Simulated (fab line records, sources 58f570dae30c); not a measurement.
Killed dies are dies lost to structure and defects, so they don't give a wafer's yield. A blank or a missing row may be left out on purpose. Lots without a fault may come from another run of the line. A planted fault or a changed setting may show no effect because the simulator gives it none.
Which tool did it? | flow berkeley_cmos170 | 14 lots, 42 wafers sampled, at 6 steps of a route of 331

WHAT THE GAUGES READ, wafer by wafer
UCB170_V2_THK_MEAS_01. Usual: V2_TEOS_THK 2015 nm, standard deviation 28.
lot  | measured     | on            | V2_TEOS_THK (nm) | flag
L689 | day 8 08:50  | film_metro-03 | 1980 2014 2010   |
L690 | day 8 08:53  | film_metro-04 | 1961 2014 2044   |
L694 | day 9 05:03  | film_metro-03 | 1978 2054 2022   |
L693 | day 9 05:29  | film_metro-01 | 1964 2024 2056   |
L692 | day 9 05:42  | film_metro-03 | 2005 2028 2047   |
L691 | day 9 06:02  | film_metro-03 | 1992 2017 2010   |
L697 | day 9 08:15  | film_metro-01 | 1981 2001 2033   |
L699 | day 9 17:59  | film_metro-04 | 1964 2015 1996   |
L700 | day 10 13:14 | film_metro-03 | 1977 1976 2009   |
L702 | day 11 01:04 | film_metro-04 | 2062 2044 2000   |
L704 | day 11 03:27 | film_metro-04 | 2046 2048 2049   |
L705 | day 11 04:38 | film_metro-01 | 2017 2022 2050   |
L708 | day 11 20:29 | film_metro-03 | 1951 1970 2027   |
L711 | day 12 15:08 | film_metro-03 | 1985 2024 2038   |

UCB170_V2_THK_MEAS_04. Usual: V2_POLISHED_THK 1000.3 nm, standard deviation 1.4.
lot  | measured     | on            | V2_POLISHED_THK (nm) | flag
L689 | day 8 09:19  | film_metro-03 | 1001.2 999.8 1002.6  |
L690 | day 8 09:23  | film_metro-01 | 1000.3 999.9 1000.1  |
L694 | day 9 05:32  | film_metro-04 | 1001.3 1002.8 998.4  |
L693 | day 9 05:58  | film_metro-01 | 999.4 999.1 999.2    |
L692 | day 9 06:11  | film_metro-01 | 1001.0 1002.1 1003.5 |
L691 | day 9 06:31  | film_metro-03 | 1000.7 998.9 1002.1  |
L697 | day 9 08:44  | film_metro-04 | 1000.8 1000.1 1002.1 |
L699 | day 9 18:28  | film_metro-04 | 1002.1 1001.1 998.3  |
L700 | day 10 13:43 | film_metro-01 | 1001.1 1000.6 998.3  |
L702 | day 11 01:33 | film_metro-01 | 999.8 1000.7 1000.5  |
L704 | day 11 03:56 | film_metro-03 | 999.7 999.7 999.9    |
L705 | day 11 05:07 | film_metro-01 | 999.6 1002.4 1000.1  |
L708 | day 11 20:58 | film_metro-01 | 999.5 995.7 999.8    |
L711 | day 12 15:37 | film_metro-01 | 1001.4 1002.0 1000.3 |

UCB170_M3_RS_MEAS_02: measures by four-point-probe. Usual: M3_AL_RS 0.0322 ohm/sq, standard deviation 0.00035.
lot  | measured     | on            | M3_AL_RS (ohm/sq)    | flag
L689 | day 8 14:07  | film_metro-03 | 0.0325 0.0322 0.0326 |
L690 | day 8 14:25  | film_metro-03 | 0.0318 0.0315 0.0322 |
L694 | day 9 07:19  | film_metro-04 | 0.0324 0.0321 0.0326 |
L693 | day 9 08:10  | film_metro-02 | 0.0325 0.0320 0.0329 |
L692 | day 9 08:55  | film_metro-02 | 0.0324 0.0322 0.0324 |
L691 | day 9 09:08  | film_metro-04 | 0.0317 0.0318 0.0318 |
L697 | day 9 11:40  | film_metro-03 | 0.0324 0.0320 0.0322 |
L699 | day 9 21:46  | film_metro-02 | - - -                | OFF
L700 | day 10 15:56 | film_metro-03 | - - -                | OFF
L702 | day 11 04:44 | film_metro-04 | 0.0322 0.0321 0.0317 |
L704 | day 11 07:08 | film_metro-03 | 0.0321 0.0326 0.0318 |
L705 | day 11 22:59 | film_metro-03 | 0.0324 0.0328 0.0329 |
L708 | day 12 00:04 | film_metro-02 | 0.0320 0.0324 0.0324 |
L711 | day 12 18:36 | film_metro-02 | 0.0319 0.0320 0.0325 |

UCB170_M3_THK_MEAS_03: measures by xrf. Usual: M3_AL_THK 880 nm, standard deviation 12.
lot  | measured     | on            | M3_AL_THK (nm) | flag
L689 | day 8 14:14  | film_metro-03 | 874 880 871    |
L690 | day 8 14:31  | film_metro-03 | 885 900 881    |
L694 | day 9 07:26  | film_metro-04 | 878 887 874    |
L693 | day 9 08:17  | film_metro-02 | 882 893 866    |
L692 | day 9 09:02  | film_metro-02 | 883 889 881    |
L691 | day 9 09:16  | film_metro-04 | 890 899 895    |
L697 | day 9 11:46  | film_metro-03 | 872 883 874    |
L699 | day 9 21:53  | film_metro-02 | <0 <0 <0       | OFF
L700 | day 10 16:03 | film_metro-03 | <0 <0 <0       | OFF
L702 | day 11 04:49 | film_metro-04 | 877 881 893    |
L704 | day 11 07:16 | film_metro-03 | 874 858 884    |
L705 | day 11 23:07 | film_metro-03 | 870 861 854    |
L708 | day 12 00:11 | film_metro-02 | 886 880 877    |
L711 | day 12 18:43 | film_metro-02 | 884 883 874    |

WHICH TOOL RAN EACH LOT (tool, then ch and the chambers of the sampled wafers, then the start)
lot  | UCB170_V2_ETCH_14                  | UCB170_M3_SPUTTER_01
L689 | rie_diel-03 ch 1,2, day 8 13:34    | pvd_sputter-01, day 8 14:01
L690 | rie_diel-02 ch 1,3, day 8 13:50    | pvd_sputter-03, day 8 14:18
L694 | rie_diel-04 ch 0,2, day 9 06:46    | pvd_sputter-03, day 9 07:13
L693 | rie_diel-03 ch 0,3, day 9 07:37    | pvd_sputter-01, day 9 08:04
L692 | rie_diel-02 ch 0,1,3, day 9 08:22  | pvd_sputter-02, day 9 08:50
L691 | rie_diel-04 ch 0,2, day 9 08:30    | pvd_sputter-03, day 9 09:04
L697 | rie_diel-04 ch 0,2, day 9 10:58    | pvd_sputter-02, day 9 11:34
L699 | rie_diel-02 ch 0,2,3, day 9 21:13  | pvd_sputter-01, day 9 21:41
L700 | rie_diel-02 ch 0,1,2, day 10 15:23 | pvd_sputter-01, day 10 15:51
L702 | rie_diel-03 ch 0,3, day 11 04:07   | pvd_sputter-01, day 11 04:35
L704 | rie_diel-02 ch 0,2, day 11 06:35   | pvd_sputter-01, day 11 07:04
L705 | rie_diel-03 ch 1,2,3, day 11 22:26 | pvd_sputter-01, day 11 22:55
L708 | rie_diel-02 ch 1, day 11 22:43     | pvd_sputter-03, day 11 23:32
L711 | rie_diel-02 ch 1,2,3, day 12 18:02 | pvd_sputter-02, day 12 18:29
- UCB170_V2_ETCH_14: etches SiO2 in CHF3/CF4/Ar, stops on Al, target depth 1250 nm, time 291 s.
- UCB170_M3_SPUTTER_01: material Al, target thk 900 nm, time 120 s.

WHAT THE TOOLS THEMSELVES READ (means of the sampled wafers that have a number; where no wafer has one, the mark that the record gives instead)
UCB170_V2_ETCH_14. Usual: chamber_pressure_mTorr 199.99 mTorr, standard deviation 0.16; drypump_motor_current_A 5.4 A, standard deviation 0.47; mfc_ar_sccm 150.0 sccm, standard deviation 0.47; oes_product_au 0.872 a.u., standard deviation 0.018; throttle_valve_pct 6.97 %, standard deviation 0.07.
lot  | tool        | chamber_pressure_mTorr (mTorr) | drypump_motor_current_A (A) | mfc_ar_sccm (sccm) | oes_product_au (a.u.) | throttle_valve_pct (%) | flag
L689 | rie_diel-03 | 199.99                         | 4.8                         | 149.7              | 0.881                 | 6.94                   |
L690 | rie_diel-02 | 200.04                         | 5.5                         | 149.6              | 0.890                 | 6.99                   |
L694 | rie_diel-04 | 200.11                         | 5.5                         | 150.0              | 0.877                 | 6.96                   |
L693 | rie_diel-03 | 199.93                         | 5.1                         | 150.1              | 0.847                 | 6.99                   |
L692 | rie_diel-02 | 200.04                         | 5.5                         | 150.3              | 0.879                 | 6.92                   |
L691 | rie_diel-04 | 199.88                         | 5.9                         | 149.7              | 0.866                 | 6.97                   |
L697 | rie_diel-04 | 199.92                         | 5.9                         | 149.9              | 0.865                 | 6.98                   |
L699 | rie_diel-02 | 200.05                         | 5.5                         | 150.5              | 0.863                 | 6.91                   |
L700 | rie_diel-02 | 199.93                         | 5.7                         | 150.4              | 0.871                 | 6.94                   |
L702 | rie_diel-03 | 199.91                         | 5.0                         | 149.9              | 0.856                 | 6.99                   |
L704 | rie_diel-02 | 199.94                         | 5.8                         | 149.9              | 0.863                 | 6.84                   |
L705 | rie_diel-03 | 200.06                         | 4.8                         | 149.9              | 0.878                 | 6.94                   |
L708 | rie_diel-02 | 199.96                         | 5.7                         | 150.8              | 0.891                 | 7.03                   |
L711 | rie_diel-02 | 200.03                         | 5.5                         | 149.9              | 0.874                 | 6.98                   |

UCB170_M3_SPUTTER_01. Usual: cathode_dc_power_W 6000.2 W, standard deviation 1.1; chamber_pressure_pa 0.4999 Pa, standard deviation 0.001; throttle_valve_pct 29.8 %, standard deviation 0.67.
lot  | tool           | cathode_dc_power_W (W) | chamber_pressure_pa (Pa) | throttle_valve_pct (%) | flag
L689 | pvd_sputter-01 | 6000.8                 | 0.5002                   | 29.1                   |
L690 | pvd_sputter-03 | 6000.3                 | 0.4999                   | 29.9                   |
L694 | pvd_sputter-03 | 5999.9                 | 0.5001                   | 30.2                   |
L693 | pvd_sputter-01 | 6000.3                 | 0.5012                   | 29.9                   |
L692 | pvd_sputter-02 | 6000.5                 | 0.5007                   | 30.5                   |
L691 | pvd_sputter-03 | 6000.5                 | 0.4990                   | 29.1                   |
L697 | pvd_sputter-02 | 6000.0                 | 0.5000                   | 29.7                   |
L699 | pvd_sputter-01 | -                      | -                        | -                      | OFF
L700 | pvd_sputter-01 | -                      | -                        | -                      | OFF
L702 | pvd_sputter-01 | 6000.5                 | 0.4988                   | 29.9                   |
L704 | pvd_sputter-01 | 6000.4                 | 0.4991                   | 30.1                   |
L705 | pvd_sputter-01 | 6001.6                 | 0.5004                   | 30.2                   |
L708 | pvd_sputter-03 | 6000.6                 | 0.4993                   | 30.0                   |
L711 | pvd_sputter-02 | 6000.2                 | 0.4991                   | 30.1                   |

THE ANSWER, worked out from the rows above alone
Rule: a lot is off if the mean of its wafers that have a number lies more than 3 standard deviations from the usual mean. A lot without any number at a reading at which 4 lots or more have one is off too. The other lots that the step has rows for count as sound. The gauges are gone through in route order, then the tools' own readings, and for those a lot's mean is taken as printed above. The first step at which some lot is off is used, and at that step the reading that is off furthest; a lot without a number counts as furthest.
Off: L699, L700, at UCB170_M3_RS_MEAS_02 (M3_AL_RS). Without a number there: L699, L700.
A tool fits if, at a process step before that reading, it ran every lot that is off, and no sound lot after the first of them. The gauges at UCB170_M3_RS_MEAS_02 aren't tried: what is off there is off at UCB170_M3_SPUTTER_01 too, on other tools, and a gauge's error can't cause that. None of those tried fits.

WHAT THE SIMULATOR HAD PUT IN
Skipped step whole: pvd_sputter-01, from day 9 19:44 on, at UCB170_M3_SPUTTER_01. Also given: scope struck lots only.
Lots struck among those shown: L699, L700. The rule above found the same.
